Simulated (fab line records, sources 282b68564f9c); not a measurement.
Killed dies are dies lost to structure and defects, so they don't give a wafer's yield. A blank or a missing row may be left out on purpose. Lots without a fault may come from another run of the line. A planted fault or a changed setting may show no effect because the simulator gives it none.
Problem report in the 8D (eight disciplines) form, filled by code | flow rit_cmos | the parts of the form that need people (team, actions taken, sign-off) are left out

1. THE PROBLEM
rf_fwd_power_W at RIT_SPACER_ETCHBACK_05 reads a mean of 374.8 W on 2 wafers of 1 lot; wafers without a fault read 249.4 W with a standard deviation of 0.77. That is +99 or more standard deviations from the usual mean.
The step: etches Si3N4 in SF6/CHF3, stops on SiO2, target depth 250 nm, time 240 s.
First seen on wafer L948.1, day 7 07:46, on rie_diel-03. The record holds 15 wafers of 5 lots with a number at this step. Rule for "out", or "out of limits": more than 4 standard deviations from the usual mean. The other wafers with a number count as sound.

2. WHAT IT IS AND WHAT IT IS NOT
question                    | is               | is not
which readings at this step | rf_fwd_power_W   | drypump_motor_current_A, oes_product_au, throttle_valve_pct
which lots                  | L948             | L932, L933, L945, L950
which wafers of those lots  | L948.1, L948.6   | L948.4
read on which tools         | rie_diel-03      | rie_diel-02, rie_diel-04
when                        | from day 7 07:46 | up to then (10 sound wafers); but 3 sound wafers of L950 came after

3. SUSPECTS, AND WHAT RULES EACH OUT
Counting: a tool at a process step up to the reading stays a suspect if it ran every lot that is out. Sound lots after the first of them don't rule it out here, since some wafers of a struck lot are sound.
- plasma_asher-04 at RIT_PLDD_STRIP_09 (strips in O2, time 180 s): kept. It ran the lot that is out, L948 (day 7 05:11); its last sound lot up to then is L945 (day 7 00:16).
- rie_diel-03 at RIT_SPACER_ETCHBACK_05 (etches Si3N4 in SF6/CHF3, stops on SiO2, target depth 250 nm, time 240 s): kept. It ran the lot that is out, L948 (day 7 07:46); its last sound lot up to then is L932 (day 4 00:47). Its own readings are out on those wafers: rf_fwd_power_W.
- Within rie_diel-03 at RIT_SPACER_ETCHBACK_05: the wafers that are out ran in chamber 1; their sound lot-mates ran in chamber 2.
Left after counting: plasma_asher-04 at RIT_PLDD_STRIP_09, rie_diel-03 at RIT_SPACER_ETCHBACK_05.

4. THE CAUSE (what the simulator had put in)
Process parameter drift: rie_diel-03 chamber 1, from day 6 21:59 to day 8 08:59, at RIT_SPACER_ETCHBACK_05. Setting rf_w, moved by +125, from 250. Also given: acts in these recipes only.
Counting left 2 suspects, and this tool is among them.

5. THE CHAIN OF EFFECTS, in route order
Each row: a reading whose mean over the struck wafers that have a number lies more than 3 standard deviations from the usual. Only readings for which the record gives a usual standard deviation are gone through. hours: the time from each lot's start at the first step in this table that gives one to its start at this step, as a median over the lots. sigmas: the change in usual standard deviations.
hours | step                   | reading        | usual   | on struck wafers | change | sigmas
0     | RIT_SPACER_ETCHBACK_05 | rf_fwd_power_W | 249.4 W | 374.8            | +125.3 | +99 or more
The process steps in it:
- RIT_SPACER_ETCHBACK_05: etches Si3N4 in SF6/CHF3, stops on SiO2, target depth 250 nm, time 240 s.
Later measuring or inspecting steps at which every struck wafer that the step has a row for has a number for every such reading, and none has moved that far: RIT_NSD_OVL_MEAS_06, RIT_NSD_TW_MEAS_10, RIT_PSD_OVL_MEAS_06, RIT_PSD_TW_MEAS_10, RIT_SDANNEAL_RS_MEAS_04, RIT_SDANNEAL_RS_MEAS_05, RIT_SDANNEAL_RS_MEAS_06.

6. WHAT WOULD HAVE CAUGHT IT SOONER
In this record the first reading out of limits was taken at day 7 07:46, 10 hours after the fault began at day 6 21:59.
